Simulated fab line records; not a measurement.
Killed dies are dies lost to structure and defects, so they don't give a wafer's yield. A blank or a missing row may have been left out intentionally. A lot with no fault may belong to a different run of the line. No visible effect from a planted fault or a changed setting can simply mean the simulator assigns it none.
A struck lot beside a sound one ; flow berkeleyCmos170 ; 43 out of 331 route steps
Sound: the wafers L925.2, L925.4, L925.5. Wafers struck: L939.1, L939.2, L939.3. The cause comes at the end.
Each step with rows lists, per side, the tool, then ch with its chambers, then its first start. Under that, the readings that differ: sound wafers ; struck wafers ; difference of the means ; sigmas: that difference in standard deviations of wafers without a fault.
alike: readings with means less than 2 such deviations apart, plus words and numbers identical on both sides. not compared: withheld readings, readings lacking a value on some wafer, bounds such as >300 that could conceal the same value, and numbers that have no deviation in the record and whose values overlap.
A row with sigmas, a row that says differs or no value, or rows on one side alone: a step with any of these is where the two part. Numbers that have no deviation but don't overlap get no sigmas and don't part them. A reading that every wafer of one side lacks parts them only if that side has two wafers or more.

first, 1 step without rows for these wafers: UCB170_GATE_ETCH_15 (etches poly-Si in HBr/Cl2, stops on SiO2, time 56.3 s, target depth 278.2 nm).
UCB170_GATE_STRIP_16: strips in O2.
  sound on plasmaAsher-04 ch 0,1, day 6 04:55; struck on plasmaAsher-01 ch 0,1, day 9 09:10
  alike: drypumpMotorCurrentA, oesProductAu
  not compared: rfHoursCounterH
UCB170_GATE_CD_MEAS_90: the cd target is 350 nm.
  sound on cdSem-02 at day 6 05:02; struck on cdSem-02 at day 9 09:16
  alike: cdNm
then, 7 steps without rows for these wafers: UCB170_GATE_CLEAN_17 (cleans in SPM, time 600 s); UCB170_PLDD_HMDS_00 (prime time 60 s); UCB170_PLDD_COAT_01 (resist thk 900 nm); UCB170_PLDD_SOFTBAKE_02 (time 60 s); UCB170_PLDD_EXPOSE_03 (exposes mask PSELECT, target cd 1200 nm); UCB170_PLDD_PEB_04; UCB170_PLDD_DEVELOP_05 (develop time 45 s).
UCB170_PLDD_CD_MEAS_06: the cd target is 1200 nm.
  sound on cdSem-01 at day 6 06:40; struck on cdSem-01 at day 9 13:37
  alike: cdNm
UCB170_PLDD_OVL_MEAS_07:
  sound on overlay-01 at day 6 06:46; struck on overlay-02 at day 9 13:44
  alike: PLDD_OVL
UCB170_PLDD_IMPLANT_08:
  sound on implanter-02 ch 0, day 6 06:50; struck on implanter-03 ch 0, day 9 13:47
reading;sound;struck;difference;sigmas
beamOnS (s);10.01 9.93 9.84;12.35 11.93 11.80;+2.10;+11
doseIonsCm2;4.997e+13 5.002e+13 4.992e+13;8.366e+13 8.367e+13 8.367e+13;+3.370e+13;+99 or more
faradayCurrentUA;159 160 161;213 223 226;+61;+20
  alike: tiltDeg
next, for these wafers, 1 step has no rows: UCB170_PLDD_IMPLANT_09.
UCB170_PLDD_STRIP_10: strips in O2.
  sound on plasmaAsher-02 ch 0,1, day 6 07:06; struck on plasmaAsher-02 ch 0,1, day 9 14:05
  alike: drypumpMotorCurrentA, oesProductAu, stripTimeToEndpointS
  not compared: rfHoursCounterH
UCB170_PLDD_TW_MEAS_11:
  sound on filmMetro-02 at day 6 07:13; struck on filmMetro-04 at day 9 14:25
reading;sound;struck;difference;sigmas
PLDD_TW;1021 1018 1024;1114 1106 1111;+89;+17
  not compared: hold
then, 6 steps without rows for these wafers: UCB170_NLDD_HMDS_00 (prime time 60 s); UCB170_NLDD_COAT_01 (resist thk 900 nm); UCB170_NLDD_SOFTBAKE_02 (time 60 s); UCB170_NLDD_EXPOSE_03 (exposes mask NSELECT, target cd 1200 nm); UCB170_NLDD_PEB_04; UCB170_NLDD_DEVELOP_05 (develop time 45 s).
UCB170_NLDD_CD_MEAS_06: the cd target is 1200 nm.
  sound on cdSem-01 at day 6 08:32; struck on cdSem-02 at day 9 19:38
  alike: cdNm
UCB170_NLDD_OVL_MEAS_07:
  sound on overlay-01 at day 6 08:38; struck on overlay-01 at day 9 19:46
  alike: NLDD_OVL
then, 2 steps without rows for these wafers: UCB170_NLDD_IMPLANT_08; UCB170_NLDD_IMPLANT_09.
UCB170_NLDD_STRIP_10: strips in O2.
  sound on plasmaAsher-02 ch 0,1, day 6 08:58; struck on plasmaAsher-02 ch 0,1, day 9 20:07
  alike: drypumpMotorCurrentA, oesProductAu, stripTimeToEndpointS
  not compared: rfHoursCounterH
UCB170_NLDD_TW_MEAS_11:
  sound on filmMetro-02 at day 6 09:09; struck on filmMetro-04 at day 9 20:13
  alike: NLDD_TW
then, 1 step without rows for these wafers: UCB170_NLDD_CLEAN_12 (cleans in SPM, time 600 s).
UCB170_SPACER_CVD_00: deposits SiO2 from TEOS/O2, target thk 376 nm, time 47 s.
  sound on pecvd-03 ch 0,1,2, day 6 09:22; struck on pecvd-02 ch 0,1,2, day 9 20:27
  alike: heaterPowerW
UCB170_SPACER_THK_MEAS_01:
  sound on filmMetro-01 at day 6 09:26; struck on filmMetro-02 at day 9 20:29
  alike: SPACER_TEOS_THK
then, 1 step without rows for these wafers: UCB170_SPACER_ANNEAL_02 (time 1800 s).
UCB170_SPACER_ETCHBACK_03: etches SiO2 in CHF3/CF4/Ar, stops on Si, target depth 376 nm, time 100 s.
  sound on rieDiel-03 ch 0,1,3, day 6 13:53; struck on rieDiel-03 ch 1,2,3, day 9 22:17
  alike: drypumpMotorCurrentA, oesProductAu, throttleValvePct
  not compared: rfHoursCounterH
then, 6 steps without rows for these wafers: UCB170_PSD_HMDS_00 (prime time 60 s); UCB170_PSD_COAT_01 (resist thk 900 nm); UCB170_PSD_SOFTBAKE_02 (time 60 s); UCB170_PSD_EXPOSE_03 (exposes mask PSELECT MOD, target cd 1200 nm); UCB170_PSD_PEB_04; UCB170_PSD_DEVELOP_05 (develop time 45 s).
UCB170_PSD_CD_MEAS_06: the cd target is 1200 nm.
  sound on cdSem-01 at day 6 15:56; struck on cdSem-02 at day 9 23:31
reading;sound;struck;difference;sigmas
cdNm (nm);1198.5 1197.7 1199.4;1201.8 1202.0 1200.9;+3.0;+2
UCB170_PSD_OVL_MEAS_07:
  sound on overlay-02 at day 6 16:02; struck on overlay-01 at day 9 23:38
  alike: PSD_OVL
UCB170_SDANNEAL_RS_MEAS_04: uses a four-point probe to measure.
  sound on filmMetro-01 at day 6 19:46; struck on filmMetro-01 at day 10 04:02
reading;sound;struck;difference;sigmas
PLDD_RS (ohm/sq);1036.0 1032.6 1033.7;823.7 822.8 824.0;-210.6;-70
  not compared: hold
UCB170_M3_PROBE_99:
  sound wafers here have rows in the record (prober-02, day 8 00:27); struck ones have none

== WHERE THEY PART ==
First at UCB170_PLDD_IMPLANT_08; last, within this record, at UCB170_M3_PROBE_99.

WHY: the cause the simulator had injected
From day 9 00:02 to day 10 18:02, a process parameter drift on implanter-03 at UCB170_PLDD_IMPLANT_08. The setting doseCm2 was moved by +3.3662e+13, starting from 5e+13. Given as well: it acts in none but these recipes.
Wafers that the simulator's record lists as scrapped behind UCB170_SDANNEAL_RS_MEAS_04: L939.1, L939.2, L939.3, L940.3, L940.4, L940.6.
